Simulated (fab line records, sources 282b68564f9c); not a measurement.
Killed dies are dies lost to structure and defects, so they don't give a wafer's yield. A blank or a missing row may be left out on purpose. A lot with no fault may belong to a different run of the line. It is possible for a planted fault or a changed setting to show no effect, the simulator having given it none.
fab line records | flow rit_cmos
record: lots: 6 | wafers: 18 | last_day: 8
route steps=202 shown M1@186
lots that met no fault: from a run of the same line without faults
start_h: start of the lot's first displayed wafer, in hours after the record's first day | wait_h: time in hours since the lot's previous step | " repeats the value in the row above | L1.1+2: one row covering several wafers at once | - no value present, or no start provided | * or withheld: withheld | < > ~ a bound
route shown NAME@n: a module of which the file shows steps, and the number in the route of the first | usual: average and standard deviation across the fault-free wafers | same: alike in all rows | chamber/n: place in a boat | sites: each site's reading | _std_site: how widely they spread, as a standard deviation | _edge_site: the outer-site mean with the inner-site mean subtracted | radius_mm: how far each site lies from the wafer's centre | mask NAME#n: copy n | behind: the most recent tool/chamber to have shaped the wafer | hold: why the lot was held/for how many hours/how that ended | device: which transistor (n, p or np) failed to switch | end of line: tests run on the same wafers once the route is complete | for a step that has no rows: nothing shown but its recipe | killed: at the first sort, the dies lost to defects and structure; wafer yield is something else | map: a wafer's dies, x killed, . not, _ none there
set.NAME: the run value of the setting; set.NAME@STEP: its run value at that earlier step | model.NAME: the simulator's own value behind a step, which no gauge read
lots at selected steps of the route; one table per step, one row per wafer
services: a tool's chamber out of use, with start hour (start_h, from the record's first day; less than 0 if before it), hours out, and reason
== steps ==
step: RIT_M1_THK_MEAS_02
recipe: thk_meas_gauge: xrf | reads: Al_of_M1_SPUTTER_00
usual: M1_AL_THK: 402/3.9
lot.wafer | tool          | chamber | start_h | wait_h | M1_AL_THK[nm]
L935.2    | film_metro-01 | -       | 77.88   | 0.1    | 397
L935.3    | "             | -       | "       | "      | 398
L935.6    | "             | -       | "       | "      | 401
L936.1    | film_metro-02 | -       | 80.99   | 0.1    | 397
L936.4    | "             | -       | "       | "      | 400
L936.6    | "             | -       | "       | "      | 396
L941.3    | film_metro-02 | -       | 104.31  | 0.1    | 407
L941.5    | "             | -       | "       | "      | 406
L941.6    | "             | -       | "       | "      | 406
L944.2    | film_metro-04 | -       | 117.51  | 0.1    | 395
L944.4    | "             | -       | "       | "      | 395
L944.5    | "             | -       | "       | "      | 398
L948.2    | film_metro-02 | -       | 137.46  | 0.1    | 407
L948.3    | "             | -       | "       | "      | 406
L948.6    | "             | -       | "       | "      | 407
L956.4    | film_metro-04 | -       | 177.59  | 0.1    | 401
L956.5    | "             | -       | "       | "      | 401
L956.6    | "             | -       | "       | "      | 402
step: RIT_M1_HMDS_03
recipe: prime_time_s: 60 | prime_temp_c: 140
step: RIT_M1_COAT_04
recipe: resist: NOVOLAK | spin_rpm: 2000 | resist_thk_nm: 1300
step: RIT_M1_SOFTBAKE_05
recipe: resist: NOVOLAK | temp_c: 90 | time_s: 60
step: RIT_M1_EXPOSE_06
recipe: mask_id: M12 | na: 0.6 | source_shape: conventional | sigma_outer: 0.5 | target_cd_nm: 2600 | dose_mj: 250
step: RIT_M1_PEB_07
recipe: resist: NOVOLAK | temp_c: withheld | time_s: withheld
step: RIT_M1_DEVELOP_08
recipe: resist: NOVOLAK | develop_time_s: 68 | dev_temp_c: 23
step: RIT_M1_CD_MEAS_09
recipe: target_cd_nm: 2600
usual: cd_nm: 2600.1/2.9
lot.wafer | tool      | chamber | start_h | wait_h | cd_nm
L935.2    | cd_sem-02 | -       | 78.83   | -      | 2599.2
L935.3    | "         | -       | "       | "      | 2598.2
L935.6    | "         | -       | "       | "      | 2599.0
L936.1    | cd_sem-02 | -       | 82.06   | -      | 2596.6
L936.4    | "         | -       | "       | "      | 2598.3
L936.6    | "         | -       | "       | "      | 2597.7
L941.3    | cd_sem-02 | -       | 105.27  | -      | 2599.2
L941.5    | "         | -       | "       | "      | 2599.3
L941.6    | "         | -       | "       | "      | 2601.0
L944.2    | cd_sem-02 | -       | 118.46  | -      | 2602.8
L944.4    | "         | -       | "       | "      | 2602.4
L944.5    | "         | -       | "       | "      | 2601.2
L948.2    | cd_sem-02 | -       | 138.54  | -      | 2603.1
L948.3    | "         | -       | "       | "      | 2602.4
L948.6    | "         | -       | "       | "      | 2602.0
L956.4    | cd_sem-01 | -       | 178.70  | -      | 2600.9
L956.5    | "         | -       | "       | "      | 2601.8
L956.6    | "         | -       | "       | "      | 2602.0
step: RIT_M1_OVL_MEAS_10
usual: M1_OVL: -0.7/1.8
lot.wafer | tool       | chamber | start_h | wait_h | M1_OVL[nm]
L935.2    | overlay-01 | -       | 78.93   | 0.1    | -1.2
L935.3    | "          | -       | "       | "      | -3.6
L935.6    | "          | -       | "       | "      | -2.4
L936.1    | overlay-02 | -       | 82.18   | 0.1    | 0.7
L936.4    | "          | -       | "       | "      | 0.6
L936.6    | "          | -       | "       | "      | -0.2
L941.3    | overlay-01 | -       | 105.36  | 0.1    | -2.7
L941.5    | "          | -       | "       | "      | -1.5
L941.6    | "          | -       | "       | "      | -2.8
L944.2    | overlay-01 | -       | 118.57  | 0.1    | -2.3
L944.4    | "          | -       | "       | "      | -0.5
L944.5    | "          | -       | "       | "      | -1.7
L948.2    | overlay-02 | -       | 138.65  | 0.1    | -2.0
L948.3    | "          | -       | "       | "      | -2.8
L948.6    | "          | -       | "       | "      | -2.2
L956.4    | overlay-02 | -       | 178.78  | 0.1    | -1.6
L956.5    | "          | -       | "       | "      | -1.0
L956.6    | "          | -       | "       | "      | -2.2
step: RIT_M1_HARDBAKE_11
recipe: resist: NOVOLAK | temp_c: 140 | time_s: 120
step: RIT_M1_METAL_ETCH_12
recipe: stop_on: SiO2 | chemistry: Cl2/BCl3 | target: Al | time_s: 165 | over_etch_frac: 0.5 | pressure_mtorr: 100 | target_depth_a: 6000 | rf_w: 250 | Cl2_flow_sccm: 60 | bcl3_flow_sccm: 50
usual: chamber_pressure_mTorr: 100.00/0.091 | drypump_motor_current_A: 6.1/0.44 | oes_product_au: 0.779/0.011 | throttle_valve_pct: 8.23/0.12
same: time_s: 165
lot.wafer | tool         | chamber | start_h | wait_h | chamber_pressure_mTorr | drypump_motor_current_A | oes_product_au | rf_hours_counter_h | throttle_valve_pct
L935.2    | rie_metal-04 | 1       | 79.38   | 0.2    | 100.09                 | 5.7                     | 0.778          | 2                  | 8.30
L935.3    | "            | 0       | "       | "      | 100.11                 | 6.8                     | 0.762          | -                  | 8.09
L935.6    | "            | 0       | "       | "      | 100.08                 | 6.7                     | 0.770          | -                  | 8.08
L936.1    | rie_metal-02 | 1       | 82.46   | 0.2    | 99.95                  | 5.9                     | 0.772          | 4                  | 8.26
L936.4    | "            | 1       | "       | "      | 99.94                  | 5.9                     | 0.790          | -                  | 8.27
L936.6    | "            | 1       | "       | "      | 99.96                  | 5.9                     | 0.771          | -                  | 8.26
L941.3    | rie_metal-04 | 0       | 105.69  | 0.2    | 100.10                 | 6.8                     | 0.765          | -                  | 8.10
L941.5    | "            | 0       | "       | "      | 99.93                  | 6.8                     | 0.773          | -                  | 8.09
L941.6    | "            | 1       | "       | "      | 99.90                  | 5.7                     | 0.783          | -                  | 8.29
L944.2    | rie_metal-04 | 1       | 118.85  | 0.2    | 100.09                 | 5.7                     | 0.778          | 3                  | 8.29
L944.4    | "            | 0       | "       | "      | 100.05                 | 6.8                     | 0.745          | -                  | 8.09
L944.5    | "            | 1       | "       | "      | 99.94                  | 5.7                     | 0.777          | -                  | 8.30
L948.2    | rie_metal-02 | 0       | 138.93  | 0.2    | 99.86                  | 5.9                     | 0.776          | 5                  | 8.16
L948.3    | "            | 1       | "       | "      | 100.04                 | 5.9                     | 0.786          | -                  | 8.27
L948.6    | "            | 1       | "       | "      | 100.03                 | 5.9                     | 0.789          | -                  | 8.27
L956.4    | rie_metal-02 | 0       | 179.19  | 0.1    | 99.93                  | 5.9                     | 0.779          | -                  | 8.16
L956.5    | "            | 0       | "       | "      | 100.11                 | 5.9                     | 0.769          | -                  | 8.17
L956.6    | "            | 1       | "       | "      | 100.04                 | 5.9                     | 0.787          | -                  | 8.25
step: RIT_M1_STRIP_13
recipe: chemistry: nmp | resist: NOVOLAK | temp_c: 80 | time_s: 600 | dry: n2_spin
step: RIT_M1_STRIP_14
recipe: chemistry: O2 | time_s: 180 | platen_temp_c: withheld | power_w: 500 | pressure_mtorr: 4000 | o2_flow_sccm: 4000
usual: chamber_pressure_mTorr: 4000/3.6 | drypump_motor_current_A: 5.8/0.53 | rf_refl_power_W: 6.6/2.3 | run_length_s: 208.4/0.48
lot.wafer | tool            | chamber | start_h | wait_h | chamber_pressure_mTorr | drypump_motor_current_A | rf_hours_counter_h | rf_refl_power_W | run_length_s
L935.2    | plasma_asher-04 | 0       | 79.73   | 0.0    | 4003                   | 6.0                     | 45                 | 9.5             | 208.5
L935.3    | "               | 0       | "       | "      | 4002                   | 6.0                     | -                  | 9.5             | 208.4
L935.6    | "               | 1       | "       | "      | 3991                   | 5.0                     | -                  | 9.1             | 207.8
L936.1    | plasma_asher-02 | 0       | 82.80   | 0.0    | 4001                   | 6.2                     | 41                 | 4.0             | 207.6
L936.4    | "               | 0       | "       | "      | 4000                   | 6.1                     | -                  | 4.1             | 207.7
L936.6    | "               | 0       | "       | "      | 4004                   | 6.1                     | -                  | 4.0             | 207.8
L941.3    | plasma_asher-04 | 1       | 106.03  | 0.1    | 4000                   | 5.0                     | -                  | 9.4             | 207.9
L941.5    | "               | 0       | "       | "      | 4001                   | 6.0                     | -                  | -               | 197.4
L941.6    | "               | 1       | "       | "      | 4001                   | 5.0                     | -                  | 9.4             | 208.0
L944.2    | plasma_asher-04 | 0       | 119.19  | 0.0    | 4002                   | 6.0                     | 0                  | -               | 197.4
L944.4    | "               | 0       | "       | "      | 3995                   | 5.9                     | -                  | -               | 197.8
L944.5    | "               | 1       | "       | "      | 4002                   | 5.0                     | -                  | 9.5             | 207.8
L948.2    | plasma_asher-03 | 1       | 139.32  | 0.0    | 4005                   | 6.3                     | 50                 | 6.1             | 208.5
L948.3    | "               | 1       | "       | "      | 3998                   | 6.3                     | -                  | 6.0             | 208.8
L948.6    | "               | 0       | "       | "      | 3999                   | 6.4                     | -                  | 7.0             | 208.4
L956.4    | plasma_asher-03 | 1       | 179.53  | 0.1    | 3995                   | 6.3                     | -                  | 6.3             | 209.3
L956.5    | "               | 1       | "       | "      | 4004                   | 6.3                     | -                  | 6.2             | 208.7
L956.6    | "               | 0       | "       | "      | 3999                   | 6.4                     | -                  | 7.1             | 208.5
step: RIT_M1_CD_MEAS_90
recipe: target_cd_nm: 2600
usual: cd_nm: 2600/3.2
lot.wafer | tool      | chamber | start_h | wait_h | cd_nm
L935.2    | cd_sem-01 | -       | 79.93   | 0.1    | 2601
L935.3    | "         | -       | "       | "      | 2600
L935.6    | "         | -       | "       | "      | 2600
L936.1    | cd_sem-02 | -       | 82.97   | 0.1    | 2598
L936.4    | "         | -       | "       | "      | 2598
L936.6    | "         | -       | "       | "      | 2597
L941.3    | cd_sem-01 | -       | 106.19  | 0.1    | 2600
L941.5    | "         | -       | "       | "      | 2600
L941.6    | "         | -       | "       | "      | 2601
L944.2    | cd_sem-01 | -       | 119.38  | 0.1    | 2605
L944.4    | "         | -       | "       | "      | 2603
L944.5    | "         | -       | "       | "      | 2602
L948.2    | cd_sem-01 | -       | 139.51  | 0.1    | 2602
L948.3    | "         | -       | "       | "      | 2603
L948.6    | "         | -       | "       | "      | 2604
L956.4    | cd_sem-01 | -       | 179.71  | 0.1    | 2600
L956.5    | "         | -       | "       | "      | 2600
L956.6    | "         | -       | "       | "      | 2602
step: RIT_M1_PROBE_99
usual: defect_limited_yield: 97.5/1.1 | killed_at_M0_to_M3: 0.0/0.14 | killed_at_contacts: 0.1/0.27 | killed_at_front_end: 6.5/2.8 | killed_dies: 6.6/2.8 | killed_open: 3.5/2 | killed_short: 3.2/1.8 | sort_bin_3_pad_short: 0.1/0.26 | sort_bin_5_function: 1.5/0.72 | sort_bin_6_memory: 0.9/0.67 | sort_n_pass: 257.4/2.8 | sort_yield_pct: 97.5/1.1
same: gross_dies: 264 | killed_at_M4_up: 0 | killed_at_back_side: 0 | killed_at_other: 0
lot.wafer | tool      | chamber | start_h | wait_h | defect_limited_yield[%] | killed_at_M0_to_M3 | killed_at_contacts | killed_at_front_end | killed_dies | killed_open | killed_short | sort_bin_3_pad_short[%] | sort_bin_5_function[%] | sort_bin_6_memory[%] | sort_n_pass | sort_yield_pct[%]
L935.2    | prober-01 | -       | 81.70   | 0.1    | 96.6                    | 0                  | 0                  | 9                   | 9           | 2           | 6            | 0.4                     | 1.5                    | 1.5                  | 255.0       | 96.6
L935.3    | prober-01 | -       | 81.75   | 0.2    | 96.2                    | 0                  | 0                  | 10                  | 10          | 4           | 6            | 0.4                     | 2.3                    | 1.1                  | 254.0       | 96.2
L935.6    | prober-01 | -       | 81.90   | 0.2    | 97.3                    | 0                  | 0                  | 7                   | 7           | 3           | 4            | 0                       | 2.3                    | 0.4                  | 257.0       | 97.3
L936.1    | prober-02 | -       | 84.71   | 0.1    | 95.8                    | 0                  | 0                  | 11                  | 11          | 3           | 8            | 0                       | 2.3                    | 1.9                  | 253.0       | 95.8
L936.4    | prober-02 | -       | 84.86   | 0.2    | 97.0                    | 0                  | 0                  | 8                   | 8           | 2           | 6            | 0.4                     | 1.9                    | 0.8                  | 256.0       | 97.0
L936.6    | prober-02 | -       | 84.96   | 0.2    | 97.0                    | 0                  | 0                  | 8                   | 8           | 2           | 6            | 0                       | 1.5                    | 1.5                  | 256.0       | 97.0
L941.3    | prober-02 | -       | 107.99  | 0.2    | 98.9                    | 0                  | 0                  | 3                   | 3           | 2           | 1            | 0                       | 0                      | 1.1                  | 261.0       | 98.9
L941.5    | prober-02 | -       | 108.09  | 0.2    | 98.1                    | 0                  | 0                  | 5                   | 5           | 1           | 4            | 0                       | 0.8                    | 1.1                  | 259.0       | 98.1
L941.6    | prober-02 | -       | 108.14  | 0.2    | 97.3                    | 0                  | 0                  | 7                   | 7           | 2           | 5            | 0                       | 1.9                    | 0.8                  | 257.0       | 97.3
L944.2    | prober-01 | -       | 121.15  | 0.1    | 98.9                    | 0                  | 0                  | 3                   | 3           | 1           | 2            | 0                       | 0.8                    | 0.4                  | 261.0       | 98.9
L944.4    | prober-01 | -       | 121.25  | 0.2    | 96.2                    | 0                  | 0                  | 10                  | 10          | 7           | 3            | 0                       | 1.9                    | 1.9                  | 254.0       | 96.2
L944.5    | prober-01 | -       | 121.30  | 0.2    | 96.2                    | 0                  | 0                  | 10                  | 10          | 8           | 2            | 0                       | 1.9                    | 1.9                  | 254.0       | 96.2
L948.2    | prober-02 | -       | 141.28  | 0.1    | 99.2                    | 0                  | 0                  | 2                   | 2           | 0           | 2            | 0.8                     | 0                      | 0                    | 262.0       | 99.2
L948.3    | prober-02 | -       | 141.33  | 0.2    | 97.3                    | 0                  | 0                  | 7                   | 7           | 5           | 2            | 0                       | 1.1                    | 1.5                  | 257.0       | 97.3
L948.6    | prober-02 | -       | 141.48  | 0.2    | 97.0                    | 1                  | 0                  | 7                   | 8           | 6           | 2            | 0.4                     | 0.8                    | 1.9                  | 256.0       | 97.0
L956.4    | prober-02 | -       | 181.54  | 0.2    | 97.0                    | 0                  | 0                  | 8                   | 8           | 5           | 3            | 0                       | 1.1                    | 1.9                  | 256.0       | 97.0
L956.5    | prober-02 | -       | 181.59  | 0.2    | 98.1                    | 0                  | 1                  | 4                   | 5           | 2           | 3            | 0.4                     | 1.5                    | 0                    | 259.0       | 98.1
L956.6    | prober-02 | -       | 181.64  | 0.2    | 97.7                    | 0                  | 0                  | 6                   | 6           | 5           | 1            | 0.4                     | 1.5                    | 0.4                  | 258.0       | 97.7
killed by level:class
L935.2 GATE:geometric_particle:short=3 SPACER:geometric_particle:short=3 GATE:geometric_particle:open=2 NLDD:coat_microbubble_printed=1
L935.3 GATE:geometric_particle:short=4 FOX2:geometric_particle:short=2 GATE:geometric_particle:open=2 SPACER:geometric_particle:open=2
L935.6 FOX1:geometric_particle:short=2 ACTIVE:geometric_particle:short=1 FOX2:geometric_particle:short=1 GATE:geometric_particle:open=1 SPACER:geometric_particle:open=1 SILICIDE:geometric_particle:open=1
L936.1 SPACER:geometric_particle:short=3 GATE:geometric_particle:short=2 REOX:geometric_particle:open=2 FOX1:geometric_particle:short=1 FOX2:geometric_particle:short=1 REOX:geometric_particle:short=1 SPACER:geometric_particle:open=1
L936.4 SPACER:geometric_particle:short=3 FOX1:geometric_particle:short=1 FOX1:geometric_particle:open=1 REOX:geometric_particle:short=1 SPACER:geometric_particle:open=1 SILICIDE:geometric_particle:short=1
L936.6 FOX1:geometric_particle:short=2 SILICIDE:geometric_particle:short=2 GATE:geometric_particle:short=1 REOX:geometric_particle:short=1 SPACER:geometric_particle:open=1 SILICIDE:geometric_particle:open=1
L941.3 GATE:geometric_particle:short=1 REOX:geometric_particle:open=1 SILICIDE:geometric_particle:open=1
L941.5 GATE:geometric_particle:short=2 FOX1:geometric_particle:short=1 GATE:geometric_particle:open=1 SPACER:geometric_particle:short=1
L941.6 FOX1:geometric_particle:short=2 REOX:geometric_particle:short=2 ACTIVE:geometric_particle:short=1 GATE:geometric_particle:open=1 REOX:geometric_particle:open=1
L944.2 FOX1:geometric_particle:open=1 GATE:geometric_particle:short=1 REOX:geometric_particle:short=1
L944.4 GATE:geometric_particle:short=3 GATE:geometric_particle:open=3 FOX2:geometric_particle:open=1 REOX:geometric_particle:open=1 SPACER:geometric_particle:open=1 SILICIDE:geometric_particle:open=1
L944.5 REOX:geometric_particle:open=3 GATE:geometric_particle:open=2 ACTIVE:geometric_particle:short=1 FOX1:geometric_particle:short=1 FOX1:geometric_particle:open=1 SPACER:geometric_particle:open=1 SILICIDE:geometric_particle:open=1
L948.2 FOX1:geometric_particle:short=1 GATE:geometric_particle:short=1
L948.3 GATE:geometric_particle:open=4 FOX1:geometric_particle:short=1 GATE:geometric_particle:short=1 REOX:geometric_particle:open=1
L948.6 GATE:geometric_particle:open=3 FOX2:geometric_particle:open=1 REOX:geometric_particle:open=1 REOX:geometric_particle:short=1 SPACER:geometric_particle:open=1 M1:geometric_particle:short=1
L956.4 SPACER:geometric_particle:open=3 GATE:geometric_particle:short=2 GATE:geometric_particle:open=1 SPACER:geometric_particle:short=1 SILICIDE:geometric_particle:open=1
L956.5 GATE:geometric_particle:open=1 GATE:geometric_particle:short=1 REOX:geometric_particle:short=1 SPACER:geometric_particle:short=1 CONTACT:geometric_particle:open=1
L956.6 GATE:geometric_particle:open=3 SPACER:geometric_particle:open=1 SPACER:geometric_particle:short=1 SILICIDE:geometric_particle:open=1
== services ==
tool            | chamber | start_h | hours | kind
rie_metal-04    | -       | 92.72   | 0.5   | repair
plasma_asher-02 | -       | 105.30  | 1.3   | repair
plasma_asher-04 | -       | 108.75  | 9.0   | pm
plasma_asher-04 | 0       | 108.75  | 9.0   | vent_cycle
plasma_asher-04 | 1       | 108.75  | 9.0   | vent_cycle
plasma_asher-04 | 0       | 117.75  | -     | clean
plasma_asher-04 | 1       | 117.75  | -     | clean
rie_metal-02    | 0       | 127.95  | 6.3   | repair
plasma_asher-03 | -       | 144.51  | 2.1   | repair
== key ==
first_sign: step: RIT_M1_STRIP_14 | reading: run_length_s | direction: down | sigmas: 23 | usual: * | struck: *
effect none on later readings
met_at RIT_M1_STRIP_14
struck_wafers L941.5,L944.2,L944.4
onset_between 79.73 106.03
fault: kind: process_parameter_drift | tool: plasma_asher-04 | chamber: 0 | onset_h: 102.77 | steps: RIT_M1_STRIP_14 | channel: time_s | offset: * | shape: step | end_h: 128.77 | acts_in: * | stated: *
